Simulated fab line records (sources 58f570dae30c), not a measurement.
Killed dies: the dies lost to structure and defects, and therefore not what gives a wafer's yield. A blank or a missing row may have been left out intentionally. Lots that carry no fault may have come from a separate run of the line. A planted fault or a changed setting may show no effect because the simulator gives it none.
Which of the tools did it? ; flow berkeley_cmos170 ; Sampling: 14 lots, 42 wafers, 4 of 331 route steps

WHAT THE GAUGES SHOWED, per wafer
UCB170_ACTIVE_CD_MEAS_90: the cd target is 1200 nm. Usual: cd_nm 1199.8 nm, standard deviation 1.4.
lot;measured;on;cd_nm (nm);flag
L534;day 4 18:37;cd_sem-01;1200.7 1199.6 1200.7;
L535;day 4 18:44;cd_sem-01;1200.4 1198.8 1199.6;
L537;day 5 08:57;cd_sem-02;1198.7 1198.3 1197.0;
L543;day 6 13:14;cd_sem-02;1201.9 1200.9 1201.9;
L545;day 6 21:19;cd_sem-01;1199.3 1198.9 1199.5;
L544;day 6 21:53;cd_sem-02;1198.9 1198.4 1198.6;
L546;day 7 03:32;cd_sem-01;1200.6 1201.3 1201.5;
L547;day 7 16:32;cd_sem-01;1201.1 1200.8 1200.5;
L548;day 7 16:18;cd_sem-01;1200.3 1199.2 1198.5;
L550;day 8 09:40;cd_sem-02;1197.7 1196.8 1198.6;
L552;day 8 10:20;cd_sem-02;1200.2 1199.3 1198.3;
L554;day 9 03:55;cd_sem-02;1201.6 1200.7 1200.7;
L555;day 9 11:20;cd_sem-01;1197.2 1197.1 1197.2;
L557;day 9 21:17;cd_sem-02;1198.4 1198.6 1198.6;

UCB170_SACOX_THK_MEAS_02. Usual: SACOX_OXIDE_THK typically reads 14.2 nm, with standard deviation 0.37.
lot;measured;on;SACOX_OXIDE_THK (nm);flag
L534;day 5 18:54;film_metro-03;14.1 14.3 14.2;
L535;day 5 18:53;film_metro-04;14.4 14.4 14.3;
L537;day 6 09:45;film_metro-02;14.4 14.3 14.0;
L543;day 7 16:55;film_metro-04;14.2 14.4 14.2;
L545;day 8 01:17;film_metro-03;14.6 14.4 14.9;
L544;day 8 01:18;film_metro-02;14.9 15.2 15.0;
L546;day 8 06:58;film_metro-04;14.7 14.6 14.7;
L547;day 8 20:24;film_metro-04;13.8 14.0 13.9;
L548;day 8 20:28;film_metro-04;13.5 13.5 13.7;
L550;day 9 13:14;film_metro-03;13.9 14.1 13.9;
L552;day 9 13:13;film_metro-02;14.3 14.3 13.9;
L554;day 10 03:10;film_metro-04;14.4 14.5 14.6;
L555;day 10 14:07;film_metro-03;14.0 13.9 14.2;
L557;day 10 22:53;film_metro-04;14.7 14.3 14.6;

UCB170_SCREENOX_THK_MEAS_02. Usual: SCREENOX_OXIDE_THK typically reads 13.87 nm, with standard deviation 0.25.
lot;measured;on;SCREENOX_OXIDE_THK (nm);flag
L534;day 6 01:39;film_metro-02;14.25 14.40 14.27;
L535;day 6 01:41;film_metro-02;13.98 14.14 14.08;
L537;day 6 14:09;film_metro-03;13.55 13.94 13.90;
L543;day 8 00:41;film_metro-02;13.63 13.56 13.51;
L545;day 8 08:04;film_metro-02;13.79 13.91 13.74;
L544;day 8 08:05;film_metro-03;13.58 13.62 13.52;
L546;day 8 13:05;film_metro-03;14.02 13.75 13.83;
L547;day 9 03:14;film_metro-02;14.38 14.12 14.57;
L548;day 9 03:14;film_metro-03;14.10 13.80 13.89;
L550;day 9 19:44;film_metro-01;14.10 14.11 13.96;
L552;day 9 19:43;film_metro-02;13.70 14.01 13.94;
L554;day 10 11:14;film_metro-03;13.72 13.92 13.59;
L555;day 10 22:02;film_metro-03;13.83 13.76 14.07;
L557;day 11 05:43;film_metro-01;14.27 14.15 14.30;

WHICH TOOL RAN EACH LOT (tool, then ch and the chambers of the sampled wafers, then the start)
lot;UCB170_NWELL_IMPLANT_14
L534;implanter-02 ch 0, day 2 08:19
L535;implanter-02 ch 0, day 2 13:13
L537;implanter-03 ch 0, day 2 23:55
L543;implanter-04 ch 0, day 4 04:56
L545;implanter-04 ch 0, day 4 16:31
L544;implanter-02 ch 0, day 4 16:48
L546;implanter-02 ch 0, day 5 00:07
L547;implanter-03 ch 0, day 5 07:46
L548;implanter-03 ch 0, day 5 08:25
L550;implanter-03 ch 0, day 5 23:43
L552;implanter-03 ch 0, day 6 07:20
L554;implanter-03 ch 0, day 6 17:02
L555;implanter-03 ch 0, day 7 00:26
L557;implanter-02 ch 0, day 7 13:36
- UCB170_NWELL_IMPLANT_14

AS READ BY THE TOOLS THEMSELVES (means over the sampled wafers that have a number; for cases with no such wafer, the mark the record gives instead)
UCB170_NWELL_IMPLANT_14. Usual: dose_ions_cm2 9.997e+12, standard deviation 1.1e+10.
lot;tool;dose_ions_cm2;flag
L534;implanter-02;1.000e+13;
L535;implanter-02;9.997e+12;
L537;implanter-03;1.001e+13;
L543;implanter-04;9.808e+12;OFF
L545;implanter-04;9.794e+12;OFF
L544;implanter-02;9.999e+12;
L546;implanter-02;9.999e+12;
L547;implanter-03;9.995e+12;
L548;implanter-03;1.000e+13;
L550;implanter-03;1.001e+13;
L552;implanter-03;9.995e+12;
L554;implanter-03;1.000e+13;
L555;implanter-03;9.991e+12;
L557;implanter-02;9.995e+12;

THE ANSWER, worked out from the rows above alone
Rule: take the mean of a lot's wafers that have a number; if it is more than 3 standard deviations from the usual mean, the lot is off. A lot without any number at a reading at which 4 lots or more have one is off too. Where the step has rows for the other lots, those lots are counted as sound. Order of review: gauges by route order, followed by the tools' own readings, for which a lot's mean as printed above is used. At the first step where some lot is off, the reading lying furthest off is the one used; lots without a number count as furthest.
Off: L543, L545 (UCB170_NWELL_IMPLANT_14, dose_ions_cm2).
A tool fits if, at that step or a process step before it, it ran every lot that is off, and no sound lot after the first of them. One candidate fits, namely implanter-04 at UCB170_NWELL_IMPLANT_14. It ran no sound lot before its first lot that is off in this sample, so the start can't be narrowed down.
The tool's own readings at UCB170_NWELL_IMPLANT_14 bear it out: on the lots that are off they differ by more than 5 times the standard deviation of the sound lots' means. dose_ions_cm2 reads 9.801e+12 there against 9.999e+12 on the sound lots.

WHAT THE SIMULATOR PUT IN
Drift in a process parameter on implanter-04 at UCB170_NWELL_IMPLANT_14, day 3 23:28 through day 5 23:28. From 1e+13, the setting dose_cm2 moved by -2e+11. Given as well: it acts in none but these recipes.
Lots struck among those shown: L543, L545. This agrees with what the rule above found.
